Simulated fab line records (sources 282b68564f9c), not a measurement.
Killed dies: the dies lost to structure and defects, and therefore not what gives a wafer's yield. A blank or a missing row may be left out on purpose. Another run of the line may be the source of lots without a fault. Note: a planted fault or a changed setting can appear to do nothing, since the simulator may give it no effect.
What tool caused it? / flow rit_cmos / Sampling: 6 lots, 18 wafers, 2 of 202 route steps

## WHAT THE GAUGES READ, wafer by wafer
RIT_PLDD_TW_MEAS_10.
lot=L894; measured=day 3 01:13; on=film_metro-02; PLDD_TW=2368 2350 2378
lot=L897; measured=day 3 15:50; on=film_metro-01; PLDD_TW=2329 2334 2328
lot=L899; measured=day 4 00:34; on=film_metro-04; PLDD_TW=30 30 30 30 30 30
lot=L910; measured=day 6 07:47; on=film_metro-01; PLDD_TW=2325 2334 2329
lot=L913; measured=day 6 23:59; on=film_metro-04; PLDD_TW=2366 2364 2375
lot=L915; measured=day 7 09:11; on=film_metro-01; PLDD_TW=2357 2351 2331

## WHAT TOOL EACH LOT RAN ON (gives the tool, then ch and the chambers of the sampled wafers, and finally the start)
lot=L894; RIT_NLDD_STRIP_09=plasma_asher-02 ch 0,1, day 2 23:38
lot=L897; RIT_NLDD_STRIP_09=plasma_asher-04 ch 0,1, day 3 14:15
lot=L899; RIT_NLDD_STRIP_09=plasma_asher-04 ch 0,1, day 3 22:51
lot=L910; RIT_NLDD_STRIP_09=plasma_asher-04 ch 0,1, day 6 06:04
lot=L913; RIT_NLDD_STRIP_09=plasma_asher-04 ch 1, day 6 22:16
lot=L915; RIT_NLDD_STRIP_09=plasma_asher-04 ch 0,1, day 7 07:35
- RIT_NLDD_STRIP_09: strips in O2, time 180 s.

## THE ANSWER, worked out from the rows above alone
Rule: usual is defined by the lots themselves. The widest of any qualifying gaps counts: lots, ordered by their means at a reading, are off when they make up no more than a third of the lots, leave a main group of 4 or more, and stand apart from it by 3 or more times the standard deviation of that group's means. A main group whose means are all the same, to the digits that the tables above print for the reading, isn't used. A lot without any number at a reading at which 4 lots or more have one is off too. All remaining lots with rows at the step are treated as sound.
Off: at RIT_PLDD_TW_MEAS_10 (PLDD_TW), L899. Main group: mean 2348, sd 17.
A tool fits if, at a process step before that reading, it ran every lot that is off, and no sound lot after the first of them. Gauges at RIT_PLDD_TW_MEAS_10: tried the same way as those tools. No candidate that was tried fits.

## WHAT HAD BEEN PUT IN BY THE SIMULATOR
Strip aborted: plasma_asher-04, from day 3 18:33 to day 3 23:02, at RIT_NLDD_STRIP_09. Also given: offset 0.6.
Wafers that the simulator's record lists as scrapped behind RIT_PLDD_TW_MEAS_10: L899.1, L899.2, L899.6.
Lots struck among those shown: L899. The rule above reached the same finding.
